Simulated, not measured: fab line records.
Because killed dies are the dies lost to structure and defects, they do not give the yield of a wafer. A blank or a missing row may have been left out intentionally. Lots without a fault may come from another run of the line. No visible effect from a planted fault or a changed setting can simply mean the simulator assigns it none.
Chamber matching | flow berkeleyCmos170 | UCB170_GATE_ETCH_15 on rieSi-01: 4 sister chambers
The step etches poly-Si in HBr/Cl2, stops on SiO2, time 56.3 s, target depth 278.2 nm. 8 wafers are shown with their chamber, then 7 later ones without.

## WAFERS, EACH WITH ITS CHAMBER
wafer  | chamber | throttleValvePct (%) | drypumpMotorCurrentA (A)
L583.3 | 2       | 26.45                | 5.6
L586.5 | 0       | 26.60                | 5.0
L585.1 | 3       | 26.06                | 5.4
L585.6 | 0       | 26.60                | 5.0
L589.4 | 3       | 26.05                | 5.4
L589.6 | 1       | 26.54                | 6.0
L596.1 | 2       | 26.47                | 5.6
L596.4 | 1       | 26.54                | 5.9

## WAFERS MISSING THEIR CHAMBER
wafer  | throttleValvePct (%) | drypumpMotorCurrentA (A)
L596.5 | 26.05                | 5.4
L600.3 | 26.05                | 5.4
L600.4 | 26.54                | 5.9
L600.6 | 26.04                | 5.4
L604.2 | 26.47                | 5.6
L604.3 | 26.05                | 5.5
L604.4 | 26.54                | 5.9

## WHICH CHAMBER EACH ONE RAN IN
wafer  | from the rows above | in truth
L596.5 | 3                   | 3
L600.3 | 3                   | 3
L600.4 | 1                   | 1
L600.6 | 3                   | 3
L604.2 | 2                   | 2
L604.3 | 3                   | 3
L604.4 | 1                   | 1
7 of 7 placed correctly. Left unplaced by these rows: 0. Wrongly placed: 0.
How it was worked out, from the rows above alone: a wafer's distance from a chamber is the root of the sum, over the readings, of the square of ((its reading less the chamber's mean) divided by the reading's scatter). The wafer belongs to the nearest chamber; if the next one is less than 2 further off, it can't be placed. The mean given for a chamber averages the wafers shown for that chamber. The scatter is the square root of a quotient: the sum, over the shown wafers, of each reading's squared deviation from its chamber's mean, divided by wafers minus chambers.
